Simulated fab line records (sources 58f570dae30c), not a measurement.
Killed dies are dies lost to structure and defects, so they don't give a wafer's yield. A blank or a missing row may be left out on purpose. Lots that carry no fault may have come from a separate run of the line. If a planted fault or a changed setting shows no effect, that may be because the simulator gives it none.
Split-lot study | flow berkeley_cmos170 | 5 lots, 23 wafers read, on a route of 331 steps

== THE SPLIT ==
At UCB170_PFIELD_IMPLANT_07, the setting energy_kev was moved away from the recipe's 80 on 11 of the 23 wafers read, by -2.9% to +4.1%. This setting was run at the recipe's value on the other wafers.

The reading is taken at the split's own step.

== THE READING ==
implant.drp_nm (the simulator's own value, which no gauge read), in nm, at UCB170_PFIELD_IMPLANT_07. No usual value for it is given in the file.

wafer  | tool, chamber at the split | energy_kev as run | against the recipe | implant.drp_nm, nm | against lot-mates on the recipe
L074.1 | implanter-02, 0            | 80                | recipe             | 74.86              | -
L074.5 | implanter-02, 0            | 80                | recipe             | 74.86              | -
L074.2 | implanter-02, 0            | 82.84             | +3.6%              | 76.09              | +1.23
L074.4 | implanter-02, 0            | 82.84             | +3.6%              | 76.09              | +1.23
L074.6 | implanter-02, 0            | 82.84             | +3.6%              | 76.09              | +1.23
L075.1 | implanter-01, 0            | 83.25             | +4.1%              | 76.26              | +1.40
L075.2 | implanter-01, 0            | 83.25             | +4.1%              | 76.26              | +1.40
L075.4 | implanter-01, 0            | 83.25             | +4.1%              | 76.26              | +1.40
L075.3 | implanter-01, 0            | 80                | recipe             | 74.86              | -
L075.5 | implanter-01, 0            | 80                | recipe             | 74.86              | -
L076.2 | implanter-02, 0            | 80                | recipe             | 74.86              | -
L076.3 | implanter-02, 0            | 80                | recipe             | 74.86              | -
L076.6 | implanter-02, 0            | 80                | recipe             | 74.86              | -
L079.1 | implanter-02, 0            | 80                | recipe             | 74.86              | -
L079.4 | implanter-02, 0            | 80                | recipe             | 74.86              | -
L079.6 | implanter-02, 0            | 80                | recipe             | 74.86              | -
L079.3 | implanter-02, 0            | 81.41             | +1.8%              | 75.48              | +0.62
L079.5 | implanter-02, 0            | 81.41             | +1.8%              | 75.48              | +0.62
L082.1 | implanter-02, 0            | 80                | recipe             | 74.86              | -
L082.4 | implanter-02, 0            | 80                | recipe             | 74.86              | -
L082.2 | implanter-02, 0            | 77.69             | -2.9%              | 73.8               | -1.06
L082.3 | implanter-02, 0            | 77.69             | -2.9%              | 73.8               | -1.06
L082.5 | implanter-02, 0            | 77.69             | -2.9%              | 73.8               | -1.06

THE FIT
A straight line over all 23 wafers: implant.drp_nm changes by +0.352 nm for each +1% of energy_kev; r = +1.00; the points scatter about the line by 0.017 nm.
The same after taking each lot's own level away (the mean of its wafers on the recipe; 23 wafers): +0.352 nm for each +1%; r = +1.00; scatter 0.017 nm.
Per that fit: largest energy_kev move, reading shift of 1.4 nm.
The lots' own levels span 74.860 to 74.860 nm.
Consequently the slope shifts little with the lot-to-lot level, the two slopes agreeing.
Check: +1.42 nm against its lot-mates is what the line predicts for one of the wafers moved furthest among these (+4.1%) when that wafer is left out of the fit. It came out at +1.4 nm against them.

== FURTHER SPLITS ON THESE WAFERS ==
Note: prior to the reading, these wafers also went through further splits. Each is held against what the fit with the lots' levels taken away leaves over:
other split on the same wafers      | wafers away from the commonest value | r with implant.drp_nm (lot level and that fit taken away)
UCB170_NWELL_IMPLANT_14 energy_kev  | 7                                    | +0.03
UCB170_PWELL_CVD_05 temp_c          | 18                                   | +0.45
UCB170_ACTIVE_COAT_08 resist_thk_nm | 10                                   | -0.23

== THE WHOLE CHAIN: every reading that the file lists as answering this split, in the file's order ==
step                     | what it does | reading                                                         | change (the file's fit)               | r (the file's)
UCB170_PFIELD_IMPLANT_07 |              | implant.rp_nm (the simulator's own value, which no gauge read)  | +2.15 nm for each +1% of the setting  | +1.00
UCB170_PFIELD_IMPLANT_07 |              | implant.drp_nm (the simulator's own value, which no gauge read) | +0.351 nm for each +1% of the setting | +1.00

== THE FILE'S OWN FIT ==
implant.drp_nm changes by +0.351 nm for each +1% of energy_kev, r = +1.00.
